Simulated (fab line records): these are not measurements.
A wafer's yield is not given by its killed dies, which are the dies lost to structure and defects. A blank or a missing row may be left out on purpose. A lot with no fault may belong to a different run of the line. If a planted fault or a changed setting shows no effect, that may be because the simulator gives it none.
A single fault, viewed from 2 desks || flow rit cmos || what lay behind the numbers comes last; until then each desk has only its own

AT THE METROLOGY DESK
What the gauges read for every lot (on any tool): the sampled wafers with a number, averaged. Any lot whose mean is over 4 standard deviations away from the usual mean is out of limits and marked OUT; that distance is given in the brackets.
Columns: A = PWELL_RS at RIT_WELLDRIVE_RS_MEAS_02, usual 429.0 ohm/sq; B = CONTACT_OVL at RIT_CONTACT_OVL_MEAS_09, usual 0.0 nm
{"lot": "L651", "first seen here": "day 2 06:05", "A": 426.9, "B": 2.7}
{"lot": "L652", "first seen here": "day 2 11:09", "A": 427.8, "B": -0.2}
{"lot": "L653", "first seen here": "day 2 15:31", "A": 429.5, "B": -0.8}
{"lot": "L654", "first seen here": "day 2 19:42", "A": 429.2, "B": -0.3}
{"lot": "L658", "first seen here": "day 3 17:11", "A": 428.9, "B": -0.1}
{"lot": "L659", "first seen here": "day 3 21:23", "A": 430.8, "B": -0.1}
{"lot": "L662", "first seen here": "day 4 15:46", "A": 427.8, "B": -0.9}
{"lot": "L663", "first seen here": "day 4 19:16", "A": 429.7, "B": -0.0}
{"lot": "L666", "first seen here": "day 5 08:41", "A": 429.8, "B": -0.7}
{"lot": "L668", "first seen here": "day 5 20:02", "A": 428.6, "B": -1.6}
{"lot": "L670", "first seen here": "day 6 04:51", "A": 429.5, "B": 2.2}
{"lot": "L671", "first seen here": "day 6 10:25", "A": 430.0, "B": -0.6}
{"lot": "L672", "first seen here": "day 6 18:38", "A": 429.6, "B": -1.3}
{"lot": "L673", "first seen here": "day 6 23:24", "A": 429.4, "B": 2.0}
This desk's finding: nothing out of limits on any of the 14 lots.

THE TOOL OWNER'S DESK: rie metal-02
The tool's own readings at RIT_M1_METAL_ETCH_12 (etches Al in Cl2/BCl3, stops on SiO2, time 165 s, target depth 600 nm): means of the sampled wafers that have a number, for each lot that ran on this tool. Any lot whose mean is over 4 standard deviations away from the usual mean is out of limits and marked OUT; that distance is given in the brackets.
Columns: A = drypump motor current A at RIT_M1_METAL_ETCH_12, usual 5.6 A; B = oes product au at RIT_M1_METAL_ETCH_12, usual 0.764 a.u.; C = rf fwd power W at RIT_M1_METAL_ETCH_12, usual 248.8 W; D = throttle valve pct at RIT_M1_METAL_ETCH_12, usual 8.05 %
{"lot": "L653", "first seen here": "day 3 18:54", "A": 5.0, "B": 0.766, "C": 249.0, "D": 8.06}
{"lot": "L659", "first seen here": "day 5 00:27", "A": 5.0, "B": 0.768, "C": 249.4, "D": 8.06}
{"lot": "L662", "first seen here": "day 5 20:14", "A": 5.0, "B": 0.765, "C": 248.2, "D": 8.05}
{"lot": "L670", "first seen here": "day 7 08:05", "A": 5.1, "B": 0.732, "C": 248.6, "D": 8.06}
{"lot": "L672", "first seen here": "day 8 04:19", "A": 5.0, "B": "0.718 (-5.4) OUT", "C": 247.5, "D": 8.06}
This desk's verdict: out of limits on L672, starting with L672 at day 8 04:19 (oes product au at RIT_M1_METAL_ETCH_12). Within limits: L653, L659, L662, L670.

PUT TOGETHER
The tool owner's desk could have raised an alarm at day 8 04:19, on L672.
At the metrology desk, nothing out of limits was observed.
The metrology desk holds a record of L672, inside its limits.
Of the lots named, all ran RIT_M1_METAL_ETCH_12 on rie metal-02.

WHAT THE SIMULATOR HAD PUT IN
rie metal-02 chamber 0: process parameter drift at RIT_M1_METAL_ETCH_12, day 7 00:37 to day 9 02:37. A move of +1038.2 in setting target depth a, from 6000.
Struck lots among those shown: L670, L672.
How many hours passed from the start of the fault until each desk's first out-of-limits reading: the tool owner's desk, 28.
